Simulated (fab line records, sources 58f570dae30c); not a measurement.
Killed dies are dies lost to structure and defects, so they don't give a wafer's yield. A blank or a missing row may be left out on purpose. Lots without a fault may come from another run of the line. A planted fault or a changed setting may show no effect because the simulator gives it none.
Problem report in the 8D (eight disciplines) form, filled by code | flow berkeley_cmos170 | the parts of the form that need people (team, actions taken, sign-off) are left out

1. THE PROBLEM
FIELD_OXIDE_THK at UCB170_FIELD_THK_MEAS_02 reads a mean of 660 nm on 9 wafers of 3 lots; wafers without a fault read 557 nm with a standard deviation of 10. That is +10 standard deviations from the usual mean.
First seen on wafer L695.1, day 9 02:53, on film_metro-04. The record holds 45 wafers of 15 lots with a number at this step. Rule for "out", or "out of limits": more than 4 standard deviations from the usual mean. The other wafers with a number count as sound.

2. WHAT IT IS AND WHAT IT IS NOT
question                    | is                                          | is not
which readings at this step | FIELD_OXIDE_THK                             | -
which lots                  | L693, L694, L695                            | L676, L677, L678, L679, L680, L681, L682, L684, L686, L687, L690, L697
which wafers of those lots  | all that have a number                      | -
read on which gauges        | film_metro-01, film_metro-02, film_metro-04 | -
when                        | from day 9 02:53                            | up to then (33 sound wafers); but 3 sound wafers of L697 came after

3. SUSPECTS, AND WHAT RULES EACH OUT
Counting: a tool at a process step up to the reading stays a suspect if it ran every lot that is out and no sound lot after the first of them.
- the gauge at UCB170_FIELD_THK_MEAS_02: ruled out. The wafers that are out were read on 3 gauges (film_metro-01, film_metro-02, film_metro-04).
- furnace-04 at UCB170_FIELD_OXIDATION_01 (target thk 558.3 nm, ox time 7200 s): kept. It ran every lot that is out, first L693 (day 8 23:53), and no sound lot after that; its last sound lot up to then is L687 (day 7 21:13).
Left after counting: furnace-04 at UCB170_FIELD_OXIDATION_01.

4. THE CAUSE (what the simulator had put in)
Process parameter drift: furnace-04, from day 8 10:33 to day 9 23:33, at UCB170_FIELD_OXIDATION_01. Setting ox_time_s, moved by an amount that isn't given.
Counting left only this tool.

5. THE CHAIN OF EFFECTS, in route order
Each row: a reading whose mean over the struck wafers that have a number lies more than 3 standard deviations from the usual. Only readings for which the record gives a usual standard deviation are gone through. hours: the time from each lot's start at the first step in this table that gives one to its start at this step, as a median over the lots. sigmas: the change in usual standard deviations.
hours | step                     | reading                | usual  | on struck wafers | change | sigmas
0     | UCB170_FIELD_THK_MEAS_02 | FIELD_OXIDE_THK        | 557 nm | 660              | +103   | +10
10    | UCB170_FIELD_THK_MEAS_90 | FIELD_OXIDE_LEFT_1_THK | 440 nm | 544              | +104   | +10
35    | UCB170_FIELD_THK_MEAS_91 | FIELD_OXIDE_LEFT_2_THK | 352 nm | 457              | +105   | +10

6. WHAT WOULD HAVE CAUGHT IT SOONER
In this record the first reading out of limits at a measuring or inspecting step was taken at day 9 02:53, 16 hours after the fault began at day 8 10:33.
Of the tool readings at UCB170_FIELD_OXIDATION_01 for which the record gives a usual standard deviation, none was out on any struck wafer, so an alarm limit of 4 standard deviations on them would not have fired.
All the lots that are out (3) had begun UCB170_FIELD_OXIDATION_01 on furnace-04 by day 9 02:53. A hold on the tool at that time would have spared none of them.
